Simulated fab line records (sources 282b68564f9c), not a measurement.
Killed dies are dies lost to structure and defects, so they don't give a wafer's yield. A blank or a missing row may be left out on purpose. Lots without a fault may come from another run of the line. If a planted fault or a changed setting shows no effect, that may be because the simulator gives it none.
Problem report in the 8D (eight disciplines) form, filled by code	flow rit-cmos	the parts of the form that need people (team, actions taken, sign-off) are left out

== 1. PROBLEM STATEMENT ==
Wafers without a fault read 23.02 C, standard deviation 0.12; developer-temp-C at RIT_PRETRO_DEVELOP_05 reads a mean of 22.20 C on 9 wafers belonging to 3 lots. That puts it -6.9 standard deviations away from the usual mean.
The step: develop time 68 s.
First observed at day 5 00:00: wafer L449.3, on litho-track-01. At this step, 39 wafers from 13 lots have a number in the record. The rule behind "out" and "out of limits": a value lying over 4 standard deviations away from the usual mean. The other wafers with a number count as sound.

== 2. WHAT IT IS, AND WHAT IT ISN'T ==
question	is	is not
which readings at this step	developer-temp-C	chill-plate-temp-C
which lots	L448, L449, L451	L439, L440, L441, L444, L452, L454, L455, L458, L459, L462
which wafers of those lots	all that have a number	-
read on which tools	litho-track-01	litho-track-02, litho-track-03
when	from day 5 00:00	up to then (12 sound wafers); but 18 sound wafers of L452, L454, L455, L458, L459, L462 came after

== 3. THE SUSPECTS, EACH WITH WHAT RULES IT OUT ==
Counting: any tool at a process step up to the reading is kept as a suspect provided that every lot that is out went through it and no sound lot did after the first of them.
- litho-track-01 at RIT_PRETRO_DEVELOP_05 (develop time 68 s): kept. It processed each lot that is out, first L449 at day 5 00:00, and no sound lot thereafter; up to then, the last sound lot it processed was L441 at day 3 00:00. Its own readings are out on those wafers: developer-temp-C.
Remaining after the count: litho-track-01 at RIT_PRETRO_DEVELOP_05.

== 4. THE CAUSE (what the simulator had put in) ==
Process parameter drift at RIT_PRETRO_DEVELOP_05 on litho-track-01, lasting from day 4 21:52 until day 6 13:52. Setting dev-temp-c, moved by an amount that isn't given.
This tool alone remained once counting was done.

== 5. THE CHAIN OF EFFECTS, in route order ==
Rows list readings where the struck wafers' mean (over those with a number) sits beyond 3 standard deviations from the usual. Only readings whose record carries a usual standard deviation are examined. hours: median over the lots of the time between each lot's start at the first step of this table that gives one and its start at this step. sigmas: the change, counted in usual standard deviations.
hours	step	reading	usual	on struck wafers	change	sigmas
0	RIT_PRETRO_DEVELOP_05	developer-temp-C	23.02 C	22.20	-0.82	-6.9
Here are the process steps it includes:
- RIT_PRETRO_DEVELOP_05: develop time 68 s.
Later measuring or inspecting steps at which every struck wafer that the step has a row for has a number for every such reading, and none has moved that far: RIT_M1_CD_MEAS_09, RIT_M1_OVL_MEAS_10.

== 6. WHAT WOULD HAVE CAUGHT IT SOONER ==
2 hours passed between the start of the fault at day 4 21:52 and the first reading out of limits in this record, taken at day 5 00:00.
